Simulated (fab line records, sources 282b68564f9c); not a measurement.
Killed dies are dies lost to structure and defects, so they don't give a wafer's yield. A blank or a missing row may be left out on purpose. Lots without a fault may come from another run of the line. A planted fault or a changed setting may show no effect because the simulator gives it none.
Which tool did it? | flow rit_cmos | 14 lots, 42 wafers sampled, at 2 steps of a route of 202

WHAT THE GAUGES READ, wafer by wafer
RIT_FOX2_THK_MEAS_01. Usual: FOX2_OXIDE_THK 354 nm, standard deviation 6.5.
lot  | measured    | on            | FOX2_OXIDE_THK (nm) | flag
L309 | day 1 18:28 | film_metro-01 | 345 348 352         |
L310 | day 2 00:30 | film_metro-02 | 349 351 348         |
L311 | day 2 05:41 | film_metro-01 | 351 357 363         |
L313 | day 2 15:53 | film_metro-04 | 351 349 350         |
L314 | day 2 19:26 | film_metro-02 | 357 363 359         |
L315 | day 3 01:01 | film_metro-01 | 346 344 348         |
L316 | day 3 08:07 | film_metro-01 | 347 347 352         |
L317 | day 3 13:07 | film_metro-01 | 360 359 361         |
L320 | day 4 01:28 | film_metro-01 | 370 363 362         |
L321 | day 4 06:22 | film_metro-02 | 342 350 347         |
L325 | day 5 02:34 | film_metro-01 | 359 362 361         |
L326 | day 5 07:26 | film_metro-04 | 358 360 355         |
L330 | day 6 03:26 | film_metro-04 | 357 358 354         |
L332 | day 6 13:23 | film_metro-04 | 341 346 346         |

RIT_PWELL_OVL_MEAS_06. Usual: PWELL_OVL -1.7 nm, standard deviation 1.7.
lot  | measured    | on         | PWELL_OVL (nm) | flag
L309 | day 1 21:50 | overlay-01 | -0.9 0.9 0.2   |
L310 | day 2 03:56 | overlay-02 | -0.8 -1.8 -1.3 |
L311 | day 2 09:15 | overlay-01 | 0.4 -1.2 0.1   |
L313 | day 2 19:25 | overlay-02 | 0.6 1.3 -1.0   |
L314 | day 2 23:02 | overlay-01 | -2.5 -3.8 -2.9 |
L315 | day 3 04:32 | overlay-02 | -2.1 -2.4 -3.2 |
L316 | day 3 11:30 | overlay-01 | 0.1 1.2 0.2    |
L317 | day 3 16:29 | overlay-01 | -3.4 -3.9 -6.5 |
L320 | day 4 04:50 | overlay-02 | 0.4 -0.6 -0.9  |
L321 | day 4 09:54 | overlay-02 | -1.2 -0.8 -1.4 |
L325 | day 5 06:08 | overlay-02 | -1.9 -1.9 -2.0 |
L326 | day 5 10:56 | overlay-02 | -3.4 -3.4 -2.7 |
L330 | day 6 06:53 | overlay-02 | -0.2 1.4 -1.2  |
L332 | day 6 16:46 | overlay-02 | -1.0 -1.0 -0.7 |

WHICH TOOL RAN EACH LOT (tool, then ch and the chambers of the sampled wafers, then the start)
The record holds no process step before these readings.

WHAT THE TOOLS THEMSELVES READ (means of the sampled wafers that have a number; where no wafer has one, the mark that the record gives instead)
The record holds no such reading with a usual standard deviation.

THE ANSWER, worked out from the rows above alone
Rule: a lot is off if the mean of its wafers that have a number lies more than 3 standard deviations from the usual mean. A lot without any number at a reading at which 4 lots or more have one is off too. The other lots that the step has rows for count as sound. The gauges are gone through in route order, then the tools' own readings, and for those a lot's mean is taken as printed above. The first step at which some lot is off is used, and at that step the reading that is off furthest; a lot without a number counts as furthest.
No lot is off at any reading shown: from this, nothing can be told.

WHAT THE SIMULATOR HAD PUT IN
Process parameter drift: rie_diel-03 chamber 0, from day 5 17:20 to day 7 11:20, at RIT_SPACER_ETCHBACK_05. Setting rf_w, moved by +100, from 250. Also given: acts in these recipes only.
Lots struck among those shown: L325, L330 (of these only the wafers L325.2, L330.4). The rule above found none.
